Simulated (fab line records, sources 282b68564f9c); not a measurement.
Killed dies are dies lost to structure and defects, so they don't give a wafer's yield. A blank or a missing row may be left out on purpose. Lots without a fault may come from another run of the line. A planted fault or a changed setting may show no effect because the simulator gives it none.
Which tool did it? | flow rit_cmos | 13 lots, 39 wafers sampled, at 5 steps of a route of 202

WHAT THE GAUGES READ, wafer by wafer
RIT_GATE_OVL_MEAS_17. Usual: GATE_OVL 0.2 nm, standard deviation 1.1.
lot  | measured    | on         | GATE_OVL (nm) | flag
L575 | day 2 22:45 | overlay-02 | -0.8 -0.4 0.4 |
L576 | day 3 03:22 | overlay-01 | 0.4 -1.4 -0.5 |
L577 | day 3 03:38 | overlay-01 | 0.6 2.3 2.0   |
L579 | day 3 15:47 | overlay-02 | 0.5 1.4 1.1   |
L584 | day 4 19:59 | overlay-02 | 0.6 0.8 0.7   |
L587 | day 5 14:50 | overlay-02 | -0.2 0.2 -1.2 |
L589 | day 5 23:19 | overlay-02 | -0.7 0.4 1.6  |
L590 | day 6 03:04 | overlay-01 | 1.8 -0.6 1.4  |
L593 | day 6 18:01 | overlay-02 | -1.0 0.5 -0.9 |
L594 | day 6 21:28 | overlay-02 | -0.8 2.0 0.4  |
L596 | day 7 05:28 | overlay-01 | 0.1 0.3 0.4   |
L597 | day 7 10:29 | overlay-02 | 0.3 -1.0 1.1  |
L598 | day 7 13:57 | overlay-02 | 0.2 -0.5 1.4  |

RIT_PSD_TW_MEAS_10. Usual: PSD_TW 3443, standard deviation 21.
lot  | measured    | on            | PSD_TW         | flag
L575 | day 3 11:26 | film_metro-03 | 3454 3460 3477 |
L576 | day 3 16:46 | film_metro-04 | 3398 3407 3419 |
L577 | day 3 16:53 | film_metro-02 | 3434 3433 3459 |
L579 | day 4 03:59 | film_metro-02 | 3454 3460 3463 |
L584 | day 5 10:40 | film_metro-03 | 3531 3518 3525 | OFF
L587 | day 6 06:15 | film_metro-03 | 3553 3540 3541 | OFF
L589 | day 6 12:25 | film_metro-04 | 3430 3415 3424 |
L590 | day 6 15:24 | film_metro-04 | 3434 3427 3431 |
L593 | day 7 06:32 | film_metro-03 | 3462 3471 3480 |
L594 | day 7 11:16 | film_metro-04 | 3422 3406 3408 |
L596 | day 7 18:29 | film_metro-04 | 3405 3410 3431 |
L597 | day 7 23:43 | film_metro-02 | 3458 3462 3458 |
L598 | day 8 02:19 | film_metro-02 | 3460 3470 3452 |

RIT_SDANNEAL_RS_MEAS_04: measures by four-point-probe. Usual: PSD_RS 116.06 ohm/sq, standard deviation 0.29.
lot  | measured    | on            | PSD_RS (ohm/sq)      | flag
L575 | day 3 11:57 | film_metro-04 | 115.63 116.02 116.03 |
L576 | day 3 17:16 | film_metro-04 | 116.05 116.06 115.99 |
L577 | day 3 17:22 | film_metro-03 | 115.75 116.16 116.00 |
L579 | day 4 04:30 | film_metro-03 | 115.90 116.25 116.21 |
L584 | day 5 11:09 | film_metro-02 | 112.65 112.53 112.25 | OFF
L587 | day 6 06:46 | film_metro-03 | 112.29 112.16 112.21 | OFF
L589 | day 6 12:54 | film_metro-03 | 115.72 115.59 115.79 |
L590 | day 6 15:53 | film_metro-04 | 116.20 115.90 115.85 |
L593 | day 7 07:14 | film_metro-02 | 116.37 116.29 116.40 |
L594 | day 7 11:56 | film_metro-02 | 116.58 116.24 116.33 |
L596 | day 7 19:11 | film_metro-02 | 115.59 115.73 115.69 |
L597 | day 8 00:13 | film_metro-02 | 116.33 116.30 116.15 |
L598 | day 8 02:50 | film_metro-02 | 115.99 115.82 115.75 |

WHICH TOOL RAN EACH LOT (tool, then ch and the chambers of the sampled wafers, then the start)
lot  | RIT_NWELL_STRIP_09                  | RIT_PSD_IMPLANT_08
L575 | plasma_asher-01 ch 0,1, day 2 00:43 | implanter-02 ch 0, day 3 11:08
L576 | plasma_asher-04 ch 0,1, day 2 09:07 | implanter-02 ch 0, day 3 16:27
L577 | plasma_asher-01 ch 0,1, day 2 10:49 | implanter-03 ch 0, day 3 16:34
L579 | plasma_asher-02 ch 0,1, day 2 22:29 | implanter-02 ch 0, day 4 03:39
L584 | plasma_asher-04 ch 0,1, day 3 21:02 | implanter-02 ch 0, day 5 10:20
L587 | plasma_asher-02 ch 0,1, day 4 14:38 | implanter-02 ch 0, day 6 05:55
L589 | plasma_asher-01 ch 0,1, day 5 00:52 | implanter-03 ch 0, day 6 12:05
L590 | plasma_asher-01 ch 0,1, day 5 06:00 | implanter-03 ch 0, day 6 15:05
L593 | plasma_asher-01 ch 0,1, day 5 23:17 | implanter-03 ch 0, day 7 06:14
L594 | plasma_asher-01 ch 0,1, day 6 03:04 | implanter-01 ch 0, day 7 10:56
L596 | plasma_asher-04 ch 0,1, day 6 08:37 | implanter-01 ch 0, day 7 18:11
L597 | plasma_asher-01 ch 0,1, day 6 16:57 | implanter-01 ch 0, day 7 23:23
L598 | plasma_asher-02 ch 0,1, day 6 20:41 | implanter-01 ch 0, day 8 01:59
- RIT_NWELL_STRIP_09: strips in O2, time 180 s.
- RIT_PSD_IMPLANT_08

WHAT THE TOOLS THEMSELVES READ (means of the sampled wafers that have a number; where no wafer has one, the mark that the record gives instead)
RIT_NWELL_STRIP_09. Usual: drypump_motor_current_A 5.3 A, standard deviation 0.32.
lot  | tool            | drypump_motor_current_A (A) | flag
L575 | plasma_asher-01 | 5.0                         |
L576 | plasma_asher-04 | 5.7                         |
L577 | plasma_asher-01 | 4.9                         |
L579 | plasma_asher-02 | 5.3                         |
L584 | plasma_asher-04 | 5.5                         |
L587 | plasma_asher-02 | 5.3                         |
L589 | plasma_asher-01 | 5.0                         |
L590 | plasma_asher-01 | 4.9                         |
L593 | plasma_asher-01 | 4.9                         |
L594 | plasma_asher-01 | 5.0                         |
L596 | plasma_asher-04 | 5.5                         |
L597 | plasma_asher-01 | 5.0                         |
L598 | plasma_asher-02 | 5.4                         |

RIT_PSD_IMPLANT_08. Usual: beam_on_s 13.3 s, standard deviation 0.78; end_station_pressure_torr 1.38e-05 Torr, standard deviation 9.2e-07; faraday_current_uA 11559, standard deviation 620.
lot  | tool         | beam_on_s (s) | end_station_pressure_torr (Torr) | faraday_current_uA | flag
L575 | implanter-02 | 12.8          | 1.49e-05                         | 12056              |
L576 | implanter-02 | 12.9          | 1.36e-05                         | 11911              |
L577 | implanter-03 | 14.6          | 1.22e-05                         | 10567              |
L579 | implanter-02 | 12.8          | 1.43e-05                         | 12031              |
L584 | implanter-02 | 17.5          | 1.04e-04                         | 9160               | OFF
L587 | implanter-02 | 17.8          | 1.04e-04                         | 9011               | OFF
L589 | implanter-03 | 14.7          | 1.27e-05                         | 10445              |
L590 | implanter-03 | 14.8          | 1.21e-05                         | 10469              |
L593 | implanter-03 | 15.0          | 1.24e-05                         | 10311              |
L594 | implanter-01 | 13.3          | 1.33e-05                         | 11580              |
L596 | implanter-01 | 13.3          | 1.38e-05                         | 11483              |
L597 | implanter-01 | 12.8          | 1.42e-05                         | 11991              |
L598 | implanter-01 | 13.2          | 1.34e-05                         | 11657              |

THE ANSWER, worked out from the rows above alone
Rule: a lot is off if the mean of its wafers that have a number lies more than 3 standard deviations from the usual mean. A lot without any number at a reading at which 4 lots or more have one is off too. The other lots that the step has rows for count as sound. The gauges are gone through in route order, then the tools' own readings, and for those a lot's mean is taken as printed above. The first step at which some lot is off is used, and at that step the reading that is off furthest; a lot without a number counts as furthest.
Off: L584, L587, at RIT_PSD_TW_MEAS_10 (PSD_TW).
A tool fits if, at a process step before that reading, it ran every lot that is off, and no sound lot after the first of them. The gauges at RIT_PSD_TW_MEAS_10 aren't tried: what is off there is off at RIT_PSD_IMPLANT_08 too, on other tools, and a gauge's error can't cause that. One fits: implanter-02 at RIT_PSD_IMPLANT_08. Its last sound lot is L579 (day 4 03:39), its first lot that is off L584 (day 5 10:20): a fault that began between those two fits.
The tool's own readings at RIT_PSD_IMPLANT_08 bear it out: on the lots that are off they differ by more than 5 times the standard deviation of the sound lots' means. end_station_pressure_torr reads 1.04e-04 Torr there against 1.34e-05 Torr on the sound lots.

WHAT THE SIMULATOR HAD PUT IN
Process parameter drift: implanter-02, from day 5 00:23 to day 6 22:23, at RIT_PSD_IMPLANT_08. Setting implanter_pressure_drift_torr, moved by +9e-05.
Process parameter drift: implanter-02, from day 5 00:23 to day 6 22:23, at RIT_PSD_IMPLANT_08. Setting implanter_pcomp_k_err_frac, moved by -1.
Lots struck among those shown: L584, L587. The rule above found the same.
